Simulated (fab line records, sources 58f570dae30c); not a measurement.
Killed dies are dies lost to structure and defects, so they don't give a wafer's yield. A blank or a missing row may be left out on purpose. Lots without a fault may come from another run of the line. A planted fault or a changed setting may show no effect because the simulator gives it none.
One fault seen from 2 desks | flow berkeley_cmos170 | each desk has only its own numbers; what lay behind them comes last

THE METROLOGY DESK
What the gauges read, lot by lot, whatever tool the lot ran on: means of the sampled wafers that have a number. A lot is out of limits, marked OUT, if its mean lies more than 4 standard deviations from the usual mean; the brackets give that distance.
Columns: A = PWELL_TW at UCB170_PWELL_TW_MEAS_17, usual 380; B = ACTIVE_OXIDE_THK at UCB170_ACTIVE_THK_MEAS_03, usual 26.3 nm; C = FIELD_OXIDE_LEFT_2_THK at UCB170_FIELD_THK_MEAS_91, usual 351 nm
lot  | first seen here | A   | B    | C
L527 | day 3 03:46     | 379 | 25.7 | 368
L528 | day 3 14:43     | 376 | 26.5 | 360
L529 | day 3 22:17     | 380 | 26.7 | 352
L530 | day 3 22:28     | 381 | 27.6 | 362
L534 | day 5 00:17     | 376 | 26.7 | 359
L537 | day 5 08:16     | 383 | 26.4 | 351
L539 | day 5 23:45     | 379 | 27.2 | 355
L541 | day 6 07:43     | 377 | 26.5 | 352
L542 | day 6 15:32     | 384 | 26.8 | 339
L545 | day 7 01:47     | 378 | 26.2 | 342
L548 | day 7 17:40     | 379 | 25.4 | 342
L549 | day 7 17:51     | 385 | 26.0 | 346
L550 | day 8 04:59     | 377 | 25.7 | 360
This desk's finding: nothing out of limits on any of the 13 lots.

THE TOOL OWNER'S DESK: litho_track-03
The tool's own readings at UCB170_PFIELD_COAT_01 (resist thk 900 nm): means of the sampled wafers that have a number, for each lot that ran on this tool. A lot is out of limits, marked OUT, if its mean lies more than 4 standard deviations from the usual mean; the brackets give that distance.
Columns: A = exhaust_pa at UCB170_PFIELD_COAT_01, usual 44.9 Pa; B = spin_speed_rpm at UCB170_PFIELD_COAT_01, usual 1500.2 rpm
lot  | first seen here | A    | B
L527 | day 4 12:05     | 44.6 | 1500.1
L529 | day 5 12:59     | 44.2 | 1500.8
L537 | day 6 18:06     | 44.4 | 1272.7 (-99 or more) OUT
L539 | day 7 11:03     | 45.6 | 1272.9 (-99 or more) OUT
This desk's finding: out of limits on L537, L539; first on L537, day 6 18:06 (spin_speed_rpm at UCB170_PFIELD_COAT_01). In limits: L527, L529.

PUT TOGETHER
The tool owner's desk could have raised an alarm at day 6 18:06, on L537, L539.
The metrology desk saw nothing out of limits.
The metrology desk has L537, L539 on record, within its limits.
Of the lots named, all ran UCB170_PFIELD_COAT_01 on litho_track-03.

WHAT THE SIMULATOR HAD PUT IN
Process parameter drift: litho_track-03, from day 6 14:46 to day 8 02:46, at UCB170_PFIELD_COAT_01. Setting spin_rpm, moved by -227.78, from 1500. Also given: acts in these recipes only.
Lots struck among those shown: L537, L539.
Hours from the fault's start to each desk's first reading out of limits: the tool owner's desk, 3.
